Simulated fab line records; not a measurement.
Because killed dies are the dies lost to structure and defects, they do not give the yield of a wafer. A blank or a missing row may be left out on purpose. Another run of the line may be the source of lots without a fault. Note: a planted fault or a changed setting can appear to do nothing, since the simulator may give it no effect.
Struck lot and sound lot, side by side ; flow berkeley cmos170 ; 14 out of 331 route steps
Sound: these wafers, L163.2, L163.3, L163.5. Wafers L170.1, L170.4, L170.5 were the ones struck. The cause comes at the end.
Per side, at each step with rows, come the tool, then ch with its chambers, and then its first start. Under that, the readings that differ: sound wafers ; struck wafers ; difference of the means ; sigmas: that difference in standard deviations of wafers without a fault.
alike: readings whose means differ by less than 2 such deviations, and words and numbers that are the same on both sides. not compared: withheld readings, readings that some wafer has no value for, bounds like >300 that may hide the same value, and numbers for which the record gives no deviation and whose values overlap.
The two part at a step that has a row with sigmas, a row that says differs or no value, or rows on one side only. Numbers that don't overlap but have no deviation are shown without sigmas and don't part them. A reading that every wafer of one side lacks parts them only if that side has two wafers or more.

first, 2 steps without rows for these wafers: UCB170_NWELL_ANNEAL_03 (time 900 s); UCB170_NWELL_CVD_04 (deposits Si3N4 from SiH2Cl2/NH3, target thk 224 nm, time 3360 s).
UCB170_NWELL_THK_MEAS_05:
  sound on film metro-03, day 3 01:02; struck on film metro-01, day 4 09:04
  alike: NWELL_NITRIDE_THK
then, 6 steps without rows for these wafers: UCB170_NWELL_HMDS_06 (prime time 60 s); UCB170_NWELL_COAT_07 (resist thk 900 nm); UCB170_NWELL_SOFTBAKE_08 (time 60 s); UCB170_NWELL_EXPOSE_09 (exposes mask NWELL, target cd 3000 nm); UCB170_NWELL_PEB_10; UCB170_NWELL_DEVELOP_11 (develop time 45 s).
UCB170_NWELL_OVL_MEAS_12:
  sound on overlay-01, day 3 02:28; struck on overlay-02, day 4 10:38
  alike: NWELL_OVL
UCB170_NWELL_ETCH_13: etches Si3N4 in CH3F/Ar/O2, stops on SiO2, target depth 246.4 nm, time 154 s.
  sound on rie diel-02 ch 0,1, day 3 02:29; struck on rie diel-01 ch 0,2,3, day 4 10:40
  alike: drypump motor current A, oes product au, rf fwd power W, throttle valve pct
  not compared: rf hours counter h
next, for these wafers, 1 step has no rows: UCB170_NWELL_IMPLANT_14.
UCB170_NWELL_STRIP_15: strips in O2.
  sound on plasma asher-01 ch 0,1, day 3 02:46; struck on plasma asher-03 ch 0,1, day 4 10:55
  no value came back on the struck wafers for any of 5 readings (chamber pressure mTorr (mTorr), drypump motor current A (A) and others); on the sound wafers chamber pressure mTorr (mTorr) reads 3503 3495 3501
reading;sound;struck;difference;sigmas
model.KrF_of_NWELL_COAT_07.thk nm (nm);0 0 0;720 726.6 723.5;+723;
  not compared: rf hours counter h
UCB170_NWELL_TW_MEAS_16:
  sound on film metro-03, day 3 02:56; struck on film metro-01, day 4 11:01
  alike: NWELL_TW

== WHERE THEY PART ==
Only at UCB170_NWELL_STRIP_15, within this record. Later steps at which nothing parts them and some readings are alike: UCB170_NWELL_TW_MEAS_16.

WHY: whatever the simulator had introduced
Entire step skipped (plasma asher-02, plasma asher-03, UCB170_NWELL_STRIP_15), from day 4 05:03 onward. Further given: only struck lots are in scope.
